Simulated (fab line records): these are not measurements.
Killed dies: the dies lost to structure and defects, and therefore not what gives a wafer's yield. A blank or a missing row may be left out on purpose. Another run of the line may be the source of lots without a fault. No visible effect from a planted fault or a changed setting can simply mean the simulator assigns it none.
Comparing a struck lot with a sound one + flow ritCmos + 16 out of 202 route steps
Sound: wafers L958.1, L958.2, L958.3. Wafers L962.1, L962.3, L962.6 were the ones struck. The cause is named last.
At each step with rows: each side's tool, then ch and its chambers, then its first start. Under that, the readings that differ: sound wafers + struck wafers + difference of the means + sigmas: that difference in standard deviations of wafers without a fault.
alike: words and numbers the same on both sides, and readings whose means are apart by under 2 such deviations; not compared: readings that were withheld, readings missing a value for some wafer, numbers with overlapping values and no deviation given by the record, and bounds like >300 which may hide the same value.
A row with sigmas, a row that says differs or no value, or rows on one side alone: a step with any of these is where the two part. When numbers do not overlap yet have no deviation, they are printed without sigmas and do not part them. Lack of a reading on every wafer of one side parts them only where that side has two or more wafers.

RIT_PWELL_TW_MEAS_10:
  sound on filmMetro-02, day 2 11:46; struck on filmMetro-04, day 3 06:00
| reading  | sound       | struck      | difference | sigmas |
|----------|-------------|-------------|------------|--------|
| PWELL_TW | 966 964 966 | 943 939 937 | -26        | -3     |
then, 1 step without rows for these wafers: RIT_WELLDRIVE_ANNEAL_00 (time 14700 s).
RIT_WELLDRIVE_RS_MEAS_01: measurement is done with a four-point probe.
  sound on filmMetro-01, day 2 18:18; struck on filmMetro-02, day 3 12:19
  alike: NWELL_RS
RIT_WELLDRIVE_RS_MEAS_02: measurement is done with a four-point probe.
  sound on filmMetro-01, day 2 18:25; struck on filmMetro-02, day 3 12:26
  alike: PWELL_RS
then, 6 steps without rows for these wafers: RIT_NRETRO_HMDS_00 (prime time 60 s); RIT_NRETRO_COAT_01 (resist thk 1300 nm); RIT_NRETRO_SOFTBAKE_02 (time 60 s); RIT_NRETRO_EXPOSE_03 (exposes mask M4, target cd 43900 nm); RIT_NRETRO_PEB_04; RIT_NRETRO_DEVELOP_05 (develop time 68 s).
RIT_NRETRO_OVL_MEAS_06:
  sound on overlay-01, day 2 19:25; struck on overlay-01, day 3 13:34
  alike: NRETRO_OVL
then, 1 step without rows for these wafers: RIT_NRETRO_HARDBAKE_07 (time 120 s).
RIT_NRETRO_IMPLANT_08:
  sound on implanter-02 ch 0, day 2 19:43; struck on implanter-03 ch 0, day 3 13:51
| reading          | sound           | struck            | difference | sigmas |
|------------------|-----------------|-------------------|------------|--------|
| beamOnS (s)      | 9.96 10.25 9.78 | 14.26 13.96 14.84 | +4.36      | +23    |
| faradayCurrentUA | 31.8 30.8 32.5  | 22.3 22.7 21.4    | -9.6       | -16    |
RIT_NRETRO_STRIP_09: strips in O2, time 180 s.
  sound on plasmaAsher-01 ch 0,1, day 2 19:52; struck on plasmaAsher-04 ch 0,1, day 3 14:00
  alike: drypumpMotorCurrentA
  not compared: rfHoursCounterH
RIT_NRETRO_TW_MEAS_10:
  sound on filmMetro-03, day 2 20:02; struck on filmMetro-02, day 3 14:24
| reading   | sound          | struck         | difference | sigmas |
|-----------|----------------|----------------|------------|--------|
| NRETRO_TW | 1044 1041 1039 | 1192 1196 1190 | +151       | +11    |
  not compared: hold
RIT_M1_PROBE_99:
  sound on prober-01, day 4 02:01; struck on prober-01, day 5 02:42
  alike: killedAtContacts, killedAtFrontEnd, killedDies, killedOpen, killedShort

## WHERE THEY PART
At RIT_PWELL_TW_MEAS_10 first; at RIT_NRETRO_TW_MEAS_10 last (within this record only). Later steps at which nothing parts them and some readings are alike: RIT_M1_PROBE_99.

WHY: what had been put in by the simulator
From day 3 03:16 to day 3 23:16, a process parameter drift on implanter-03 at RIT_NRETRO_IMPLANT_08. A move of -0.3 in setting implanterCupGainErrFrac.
